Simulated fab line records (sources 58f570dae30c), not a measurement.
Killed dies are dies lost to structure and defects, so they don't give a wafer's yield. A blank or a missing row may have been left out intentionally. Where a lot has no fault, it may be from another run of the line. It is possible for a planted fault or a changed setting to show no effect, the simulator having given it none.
The tool behind it: which one? | flow berkeley-cmos170 | 13 lots with 39 wafers sampled at 6 steps, on a route of 331 steps

== WHAT THE GAUGES READ, wafer by wafer ==
UCB170_M2_RS_MEAS_02: measurement is done with a four-point probe. Usual: for M2_AL_RS the level is 0.0322 ohm/sq and the standard deviation is 0.00038.
lot  | measured     | on            | M2_AL_RS (ohm/sq)                         | flag
L893 | day 8 05:55  | film-metro-02 | 0.0323 0.0323 0.0320                      |
L892 | day 8 06:00  | film-metro-04 | 0.0322 0.0318 0.0318                      |
L896 | day 8 17:45  | film-metro-02 | 0.0326 0.0327 0.0328                      |
L895 | day 8 17:49  | film-metro-04 | 0.0324 0.0321 0.0325                      |
L899 | day 8 18:40  | film-metro-02 | 0.0324 0.0321 0.0322                      |
L897 | day 8 18:47  | film-metro-01 | 0.0321 0.0321 0.0322                      |
L898 | day 9 03:13  | film-metro-02 | 0.0323 0.0325 0.0322                      |
L900 | day 9 10:51  | film-metro-02 | 0.0322 0.0324 0.0323                      |
L904 | day 10 18:17 | film-metro-02 | 0.0281 0.0319 0.0280 0.0282 0.0318 0.0280 | OFF
L910 | day 11 14:16 | film-metro-01 | 0.0327 0.0286 0.0287 0.0326 0.0286 0.0287 | OFF
L913 | day 12 10:09 | film-metro-02 | 0.0319 0.0316 0.0315                      |
L912 | day 12 11:07 | film-metro-01 | 0.0329 0.0329 0.0329                      |
L915 | day 12 21:19 | film-metro-01 | 0.0320 0.0325 0.0328                      |

UCB170_M2_THK_MEAS_03: measures by xrf. Usual: for M2_AL_THK the level is 907 nm and the standard deviation is 12.
lot  | measured     | on            | M2_AL_THK (nm)              | flag
L893 | day 8 06:02  | film-metro-02 | 900 900 908                 |
L892 | day 8 06:07  | film-metro-04 | 907 922 921                 |
L896 | day 8 17:52  | film-metro-02 | 895 887 885                 |
L895 | day 8 17:55  | film-metro-04 | 906 910 893                 |
L899 | day 8 18:46  | film-metro-02 | 898 906 901                 |
L897 | day 8 18:54  | film-metro-01 | 911 905 910                 |
L898 | day 9 03:20  | film-metro-02 | 901 893 905                 |
L900 | day 9 10:58  | film-metro-02 | 900 898 902                 |
L904 | day 10 20:23 | film-metro-02 | 1049 916 1046 1042 918 1045 | OFF
L910 | day 11 17:22 | film-metro-01 | 895 1020 1012 889 1017 1017 | OFF
L913 | day 12 10:15 | film-metro-02 | 914 919 927                 |
L912 | day 12 11:13 | film-metro-01 | 886 883 895                 |
L915 | day 12 21:26 | film-metro-01 | 912 899 892                 |

UCB170_M3_OVL_MEAS_16. Usual: for M3_OVL the level is 4 nm and the standard deviation is 6.6.
lot  | measured     | on         | M3_OVL (nm) | flag
L893 | day 8 13:34  | overlay-01 | -8 -4 2     |
L892 | day 8 14:10  | overlay-01 | 8 6 4       |
L896 | day 9 01:26  | overlay-01 | 7 4 13      |
L895 | day 9 01:19  | overlay-01 | 3 4 13      |
L899 | day 9 02:37  | overlay-01 | 5 5 8       |
L897 | day 9 02:23  | overlay-01 | 5 -1 -4     |
L898 | day 9 10:26  | overlay-02 | 6 1 10      |
L900 | day 9 19:22  | overlay-02 | 2 -12 5     |
L904 | day 11 07:43 | overlay-02 | 0 -3 11     |
L910 | day 12 05:08 | overlay-02 | 4 3 8       |
L913 | day 12 18:02 | overlay-02 | 18 13 6     |
L912 | day 12 19:15 | overlay-02 | 3 5 -2      |
L915 | day 13 05:52 | overlay-02 | 15 15 8     |

== EACH LOT AND THE TOOL THAT RAN IT (in order: tool; ch and the chambers of the sampled wafers; start) ==
lot  | UCB170_M2_SPUTTER_01         | UCB170_M2_METAL_ETCH_18           | UCB170_V2_CMP_02
L893 | pvd-sputter-03, day 8 05:50  | rie-metal-01 ch 0,1, day 8 08:06  | cmp-02 ch 0,2,3, day 8 08:43
L892 | pvd-sputter-01, day 8 05:55  | rie-metal-03 ch 0,1, day 8 08:46  | cmp-01 ch 0,3, day 8 09:26
L896 | pvd-sputter-04, day 8 17:40  | rie-metal-01 ch 0,1, day 8 20:13  | cmp-02 ch 1,2,3, day 8 20:50
L895 | pvd-sputter-03, day 8 17:41  | rie-metal-03 ch 0,1, day 8 20:16  | cmp-01 ch 0,1,2, day 8 20:59
L899 | pvd-sputter-04, day 8 18:32  | rie-metal-03 ch 0,1, day 8 21:07  | cmp-02 ch 2,3, day 8 21:43
L897 | pvd-sputter-03, day 8 18:42  | rie-metal-01 ch 0,1, day 8 21:10  | cmp-01 ch 0,1,2, day 8 21:50
L898 | pvd-sputter-03, day 9 03:08  | rie-metal-03 ch 0,1, day 9 05:16  | cmp-02 ch 0,1,2, day 9 05:53
L900 | pvd-sputter-03, day 9 10:46  | rie-metal-04 ch 0,1, day 9 12:56  | cmp-01 ch 0,1,2, day 9 13:34
L904 | pvd-sputter-04, day 10 18:11 | rie-metal-03 ch 0,1, day 11 02:55 | cmp-01 ch 0,1,2, day 11 03:36
L910 | pvd-sputter-04, day 11 14:09 | rie-metal-03 ch 0,1, day 12 00:01 | cmp-01 ch 1,3, day 12 00:41
L913 | pvd-sputter-01, day 12 10:02 | rie-metal-01 ch 0,1, day 12 12:59 | cmp-02 ch 0,3, day 12 13:33
L912 | pvd-sputter-03, day 12 10:59 | rie-metal-04 ch 0,1, day 12 13:50 | cmp-02 ch 1,2,3, day 12 14:35
L915 | pvd-sputter-03, day 12 21:14 | rie-metal-03 ch 0, day 13 00:29   | cmp-02 ch 0,1, day 13 01:10
- UCB170_M2_SPUTTER_01: material Al, target thk 900 nm, time 120 s.
- UCB170_M2_METAL_ETCH_18: etches Al in Cl2/BCl3, stops on SiO2, target depth 1170 nm, time 195 s.
- UCB170_V2_CMP_02: polishes SiO2.

== AS READ BY THE TOOLS THEMSELVES (means over the sampled wafers that have a number; for cases with no such wafer, the mark the record gives instead) ==
UCB170_M2_SPUTTER_01. Usual: throttle-valve-pct at 30.5 %, with a standard deviation of 0.91.
lot  | tool           | throttle-valve-pct (%) | flag
L893 | pvd-sputter-03 | 30.4                   |
L892 | pvd-sputter-01 | 30.7                   |
L896 | pvd-sputter-04 | 29.9                   |
L895 | pvd-sputter-03 | 30.3                   |
L899 | pvd-sputter-04 | 29.9                   |
L897 | pvd-sputter-03 | 31.1                   |
L898 | pvd-sputter-03 | 30.9                   |
L900 | pvd-sputter-03 | 30.4                   |
L904 | pvd-sputter-04 | 29.6                   |
L910 | pvd-sputter-04 | 29.8                   |
L913 | pvd-sputter-01 | 30.7                   |
L912 | pvd-sputter-03 | 30.8                   |
L915 | pvd-sputter-03 | 30.9                   |

UCB170_M2_METAL_ETCH_18. Usual: bias-w 120.0 W, standard deviation 0.37; drypump-motor-current-A 5.7 A, standard deviation 0.57; oes-product-au 0.853 a.u., standard deviation 0.016; throttle-valve-pct 24.35 %, standard deviation 0.21.
lot  | tool         | bias-w (W) | drypump-motor-current-A (A) | oes-product-au (a.u.) | throttle-valve-pct (%) | flag
L893 | rie-metal-01 | 120.1      | 5.8                         | 0.852                 | 24.26                  |
L892 | rie-metal-03 | 119.7      | 5.1                         | 0.849                 | 24.39                  |
L896 | rie-metal-01 | 120.1      | 5.9                         | 0.856                 | 24.33                  |
L895 | rie-metal-03 | 120.3      | 5.4                         | 0.837                 | 24.53                  |
L899 | rie-metal-03 | 119.8      | 5.1                         | 0.845                 | 24.39                  |
L897 | rie-metal-01 | 119.8      | 5.9                         | 0.866                 | 24.34                  |
L898 | rie-metal-03 | 120.0      | 5.4                         | 0.838                 | 24.52                  |
L900 | rie-metal-04 | 119.7      | 5.9                         | 0.862                 | 24.33                  |
L904 | rie-metal-03 | 119.8      | 5.4                         | 0.892                 | 24.50                  |
L910 | rie-metal-03 | 120.0      | 5.1                         | 0.880                 | 24.37                  |
L913 | rie-metal-01 | 120.3      | 5.9                         | 0.874                 | 24.33                  |
L912 | rie-metal-04 | 119.7      | 6.3                         | 0.849                 | 24.18                  |
L915 | rie-metal-03 | 120.1      | 4.8                         | 0.852                 | 24.25                  |

UCB170_V2_CMP_02. Usual: motor-current-A at 16.5 A, with a standard deviation of 1.4.
lot  | tool   | motor-current-A (A) | flag
L893 | cmp-02 | 15.5                |
L892 | cmp-01 | 16.8                |
L896 | cmp-02 | 16.1                |
L895 | cmp-01 | 16.9                |
L899 | cmp-02 | 15.1                |
L897 | cmp-01 | 16.8                |
L898 | cmp-02 | 16.6                |
L900 | cmp-01 | 16.9                |
L904 | cmp-01 | 16.8                |
L910 | cmp-01 | 16.2                |
L913 | cmp-02 | 16.4                |
L912 | cmp-02 | 15.6                |
L915 | cmp-02 | 17.6                |

== THE ANSWER, worked out from the rows above alone ==
Rule: a lot counts as off when the mean over its wafers that have a number is more than 3 standard deviations away from the usual mean. A lot without any number at a reading at which 4 lots or more have one is off too. Any other lot the step has rows for is counted as sound. After the gauges, taken in route order, come the tools' own readings; for these a lot's mean is taken, as printed above. At the first step where some lot is off, the reading lying furthest off is the one used; lots without a number count as furthest.
Off: at UCB170_M2_RS_MEAS_02 (M2_AL_RS), L904, L910.
A tool fits if, at a process step before that reading, it ran every lot that is off, and no sound lot after the first of them. The gauges at UCB170_M2_RS_MEAS_02 are tried like those tools. One candidate fits, namely pvd-sputter-04 at UCB170_M2_SPUTTER_01. Its last sound lot is L899 (day 8 18:32), its first lot that is off L904 (day 10 18:11): a fault that began between those two fits.

== WHAT HAD BEEN PUT IN BY THE SIMULATOR ==
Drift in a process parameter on pvd-sputter-04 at UCB170_M2_SPUTTER_01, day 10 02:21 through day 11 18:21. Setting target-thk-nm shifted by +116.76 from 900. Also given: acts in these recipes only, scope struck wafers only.
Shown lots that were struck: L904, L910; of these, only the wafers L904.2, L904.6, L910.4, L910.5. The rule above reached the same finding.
